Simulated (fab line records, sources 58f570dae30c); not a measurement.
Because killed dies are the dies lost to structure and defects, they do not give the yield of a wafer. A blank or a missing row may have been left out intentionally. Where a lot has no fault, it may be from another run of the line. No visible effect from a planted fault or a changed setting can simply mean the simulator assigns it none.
Lot-split experiment -- flow berkeley_cmos170 -- on a route of 331 steps: 5 lots, 23 wafers read

## THE SPLIT
At UCB170_NSD_COAT_01 (resist thk 900 nm), the setting resist_thk_nm was moved away from the recipe's 900 nm on 8 of the 23 wafers read, by +1.9% to +5.9%. All remaining wafers had this setting at the recipe value.

The reading is taken at the split's own step.

## THE READING
KrF_of_NSD_COAT_01.thk_nm (the simulator's own value, which no gauge read), in nm, at UCB170_NSD_COAT_01 (resist thk 900 nm). The file gives no usual value for it. Across the 15 wafers here that went through the recipe, the average is 898.9 nm and the standard deviation 2.5 nm.

wafer,"tool, chamber at the split","resist_thk_nm as run, nm",against the recipe,"KrF_of_NSD_COAT_01.thk_nm, nm",against lot-mates on the recipe
L074.1,"litho_track-04, 0",900,recipe,901.9,-
L074.2,"litho_track-04, 0",938.1,+4.2%,936,+37.7
L074.3,"litho_track-04, 0",900,recipe,894.8,-
L074.5,"litho_track-04, 0",938.1,+4.2%,934.7,+36.4
L074.6,"litho_track-04, 0",938.1,+4.2%,936.6,+38.3
L081.1,"litho_track-02, 0",900,recipe,899.9,-
L081.2,"litho_track-02, 0",900,recipe,897.2,-
L081.4,"litho_track-02, 0",900,recipe,901.2,-
L081.5,"litho_track-02, 0",900,recipe,901.5,-
L081.6,"litho_track-02, 0",900,recipe,899.2,-
L080.2,"litho_track-01, 0",900,recipe,897.8,-
L080.3,"litho_track-01, 0",900,recipe,894.3,-
L080.4,"litho_track-01, 0",900,recipe,897,-
L083.2,"litho_track-04, 0",900,recipe,902.3,-
L083.3,"litho_track-04, 0",900,recipe,900,-
L083.4,"litho_track-04, 0",900,recipe,901.4,-
L083.5,"litho_track-04, 0",917.1,+1.9%,920.8,+19.6
L083.6,"litho_track-04, 0",917.1,+1.9%,919,+17.8
L085.2,"litho_track-01, 0",952.8,+5.9%,950.5,+52.7
L085.3,"litho_track-01, 0",900,recipe,896.6,-
L085.4,"litho_track-01, 0",952.8,+5.9%,952.5,+54.7
L085.5,"litho_track-01, 0",952.8,+5.9%,952.1,+54.3
L085.6,"litho_track-01, 0",900,recipe,899,-

FIT RESULTS
A straight line over all 23 wafers: KrF_of_NSD_COAT_01.thk_nm changes by +8.93 nm for each +1% of resist_thk_nm; r = +0.99; the points scatter about the line by 2.5 nm.
The same after taking each lot's own level away (the mean of its wafers on the recipe; 23 wafers): +9.09 nm for each +1%; r = +1.00; scatter 1.7 nm.
Per that fit: largest resist_thk_nm move, reading shift of 53 nm.
From 896.37 to 901.23 nm: that is the span of the lots' own levels, equal to 2.0 times the standard deviation above.
The two slopes are in agreement: the lot-to-lot level therefore moves the slope only a little.
Check: with one of the wafers moved furthest among these (+5.9%) left out of the fit, the line predicts +53.6 nm for it against its lot-mates. Against them it came out at +52.7 nm.

## THESE WAFERS: OTHER SPLITS
Before the reading, these wafers also passed through other splits. Each is held against what the fit with the lots' levels taken away leaves over:
other split on the same wafers,wafers away from the commonest value,r with KrF_of_NSD_COAT_01.thk_nm (lot level and that fit taken away)
UCB170_PWELL_OXIDATION_02 ox_time_s,15,+0.04
UCB170_PWELL_IMPLANT_15 energy_kev,5,+0.06
UCB170_ACTIVE_EXPOSE_10 dose_mj,8,-0.04
UCB170_PFIELD_COAT_01 resist_thk_nm,10,+0.04
UCB170_PVT_IMPLANT_07 energy_kev,8,+0.03
UCB170_NLDD_COAT_01 resist_thk_nm,6,-0.13
UCB170_NLDD_IMPLANT_09 dose_cm2,10,-0.25

## THE FILE'S OWN FIT
KrF_of_NSD_COAT_01.thk_nm changes by +9.11 nm for each +1% of resist_thk_nm, r = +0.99.
